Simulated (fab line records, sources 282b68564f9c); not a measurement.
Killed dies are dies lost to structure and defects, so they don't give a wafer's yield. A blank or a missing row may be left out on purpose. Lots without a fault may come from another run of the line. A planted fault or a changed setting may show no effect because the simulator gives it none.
A struck lot beside a sound one | flow rit_cmos | 16 steps out of a route of 202
Sound: wafers L236.3, L236.4, L236.6. Struck: wafers L248.1, L248.3, L248.6. The cause comes at the end.
At each step with rows: each side's tool, then ch and its chambers, then its first start. Under that, the readings that differ: sound wafers | struck wafers | difference of the means | sigmas: that difference in standard deviations of wafers without a fault.
alike: readings whose means differ by less than 2 such deviations, and words and numbers that are the same on both sides. not compared: withheld readings, readings that some wafer has no value for, bounds like >300 that may hide the same value, and numbers for which the record gives no deviation and whose values overlap.
The two part at a step that has a row with sigmas, a row that says differs or no value, or rows on one side only. Numbers that don't overlap but have no deviation are shown without sigmas and don't part them. A reading that every wafer of one side lacks parts them only if that side has two wafers or more.

first, 4 steps without rows for these wafers: RIT_ACTIVE_SOFTBAKE_07 (time 60 s); RIT_ACTIVE_EXPOSE_08 (exposes mask M1, target cd 1400 nm); RIT_ACTIVE_PEB_09; RIT_ACTIVE_DEVELOP_10 (develop time 50 s).
RIT_ACTIVE_CD_MEAS_11: target cd 1400 nm.
  sound on cd_sem-01, day 2 10:29; struck on cd_sem-01, day 4 22:26
  reading    | sound                | struck               | difference | sigmas
  cd_nm (nm) | 1401.8 1403.2 1400.5 | 1396.4 1396.5 1395.8 | -5.6       | -3
then, 1 step without rows for these wafers: RIT_ACTIVE_HARDBAKE_12 (time 60 s).
RIT_ACTIVE_ETCH_13: etches Si3N4 in SF6, stops on SiO2, time 210 s, target depth 210 nm.
  sound on rie_diel-04 ch 1,2,3, day 2 10:43; struck on rie_diel-01 ch 0,2,3, day 4 22:43
  alike: SF6_flow_sccm, drypump_motor_current_A, oes_product_au, throttle_valve_pct
  not compared: rf_hours_counter_h
RIT_ACTIVE_STRIP_14: strips in O2, time 180 s.
  sound on plasma_asher-03 ch 0,1, day 2 10:54; struck on plasma_asher-04 ch 1, day 4 22:50
  alike: drypump_motor_current_A
  not compared: rf_hours_counter_h
RIT_ACTIVE_CD_MEAS_90: target cd 1400 nm.
  sound on cd_sem-01, day 2 11:04; struck on cd_sem-02, day 4 23:01
  reading    | sound                | struck               | difference | sigmas
  cd_nm (nm) | 1402.2 1403.1 1400.9 | 1396.2 1396.2 1395.9 | -6.0       | -3
then, 3 steps without rows for these wafers: RIT_ACTIVE_CLEAN_15 (cleans in SC1, time 600 s); RIT_ACTIVE_CLEAN_16 (cleans in dHF, time 30 s); RIT_ACTIVE_CLEAN_17 (cleans in SC2, time 600 s).
RIT_FOX1_OXIDATION_00: target thk 350.7 nm, ox time 1130 s.
  sound on furnace-03 ch 0, day 2 13:37; struck on furnace-02 ch 0, day 4 23:32
  reading                                     | sound                | struck               | difference | sigmas
  spike_tc_centre_C (C)                       | 1100.5 1100.0 1101.4 | 1078.0 1075.0 1075.1 | -24.6      | -14
  spike_tc_load_C (C)                         | 1132 1134 1130       | 1100 1102 1101       | -31        | -8
  spike_tc_source_C (C)                       | 1122.5 1124.7 1125.0 | 1097.3 1098.7 1099.6 | -25.5      | -21
  tube_center_temp_C (C)                      | 1099.8 1099.9 1100.2 | 1075 1075 1075       | -25        | -99 or more
  tube_center_temp_C_max                      | 1102.4 1102.6 1103.0 | 1077.5 1077.9 1077.5 | -25.0      | -58
  model.SiO2_of_FOX1_OXIDATION_00.thk_nm (nm) | 347.6 352 341.1      | 309.4 307.8 314      | -36.5      |
RIT_FOX1_THK_MEAS_01:
  sound on film_metro-01, day 2 14:57; struck on film_metro-01, day 5 00:51
  reading             | sound       | struck      | difference | sigmas
  FOX1_OXIDE_THK (nm) | 347 352 341 | 309 308 314 | -36        | -5
then, 1 step without rows for these wafers: RIT_FOX1_WET_ETCH_02 (etches SiO2 in BOE, target depth 350 nm, time 390 s).
RIT_M1_PROBE_99:
  sound on prober-01, day 4 07:03; struck on prober-01, day 6 18:22
  reading                             | sound          | struck         | difference | sigmas
  killed_at_M0_to_M3                  | 0 1 0          | 0 0 0          | +0         | -2
  model.etest.pplus_sal.width_nm (nm) | 3456 3470 3461 | 3515 3529 3505 | +54        |
  model.etest.nplus_sal.width_nm (nm) | 3453 3480 3483 | 3518 3534 3504 | +47        |
  alike: killed_at_contacts, killed_at_front_end, killed_dies, killed_open, killed_short
  not compared: model.etest.nldd.width_nm, model.etest.pldd.width_nm

WHERE THEY PART
First at RIT_ACTIVE_CD_MEAS_11; last, within this record, at RIT_M1_PROBE_99.

WHY: what the simulator had put in
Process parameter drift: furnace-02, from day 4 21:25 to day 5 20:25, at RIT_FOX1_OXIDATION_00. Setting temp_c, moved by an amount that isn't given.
